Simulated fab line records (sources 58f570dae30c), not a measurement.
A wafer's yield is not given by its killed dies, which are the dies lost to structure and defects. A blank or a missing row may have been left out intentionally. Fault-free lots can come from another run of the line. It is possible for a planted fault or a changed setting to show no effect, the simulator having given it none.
8D (eight disciplines) problem report, filled in by code :: flow berkeleyCmos170 :: the parts of the form that need people (team, actions taken, sign-off) are left out

## 1. THE ISSUE
chamberO2Ppm at UCB170_SILICIDE_RTA_04 reads a mean of 61.997 on 9 wafers of 3 lots; wafers without a fault read 2.003 with a standard deviation of 0.019. So: +99 or more standard deviations from the usual mean.
The step: time 15.51 s.
First seen on wafer L900.2, day 11 03:25, on rtpAnneal-01. The record has a number at this step for 21 wafers belonging to 7 lots. The rule behind "out" and "out of limits": a value lying over 4 standard deviations away from the usual mean. All remaining wafers that have a number are taken as sound.

## 2. WHAT IT IS, AND WHAT IT ISN'T
question: which readings at this step
is: chamberO2Ppm
is not: lampPowerPct

question: which lots
is: L899, L900, L901
is not: L891, L894, L903, L905

question: which wafers of those lots
is: all that have a number
is not: -

question: read on which tools
is: rtpAnneal-01
is not: rtpAnneal-02

question: when
is: from day 11 03:25
is not: up to then (6 sound wafers); but 6 sound wafers of L903, L905 came after

## 3. SUSPECTS, AND WHAT RULES EACH OUT
Counting: any tool at a process step up to the reading is kept as a suspect provided that every lot that is out went through it and no sound lot did after the first of them.
- rtpAnneal-01 at UCB170_SILICIDE_RTA_04 (time 15.51 s): kept. It processed each lot that is out, first L900 at day 11 03:25, and no sound lot thereafter; up to then, the last sound lot it processed was L894 at day 10 07:04. Its own readings are out on those wafers: chamberO2Ppm.
Left after counting: rtpAnneal-01 at UCB170_SILICIDE_RTA_04.

## 4. THE CAUSE (what the simulator had put in)
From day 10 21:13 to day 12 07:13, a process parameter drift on rtpAnneal-01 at UCB170_SILICIDE_RTA_04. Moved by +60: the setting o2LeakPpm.
This tool alone remained once counting was done.

## 5. THE CHAIN OF EFFECTS, in route order
One row per reading whose mean, taken over the struck wafers that have a number, lies over 3 standard deviations from the usual. Readings are gone through only where the record gives a usual standard deviation; hours: the median, over the lots, of the time from a lot's start at the first step in this table giving one to that lot's start at this step; sigmas: the change measured in usual standard deviations.
hours: 0
step: UCB170_SILICIDE_RTA_04
reading: chamberO2Ppm
usual: 2.003
on struck wafers: 61.997
change: +59.994
sigmas: +99 or more
The process steps in it:
- UCB170_SILICIDE_RTA_04: time 15.51 s.

## 6. HOW IT WOULD HAVE BEEN CAUGHT EARLIER
The fault began at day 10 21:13; the first out-of-limits reading in this record came at day 11 03:25, 6 hours later.
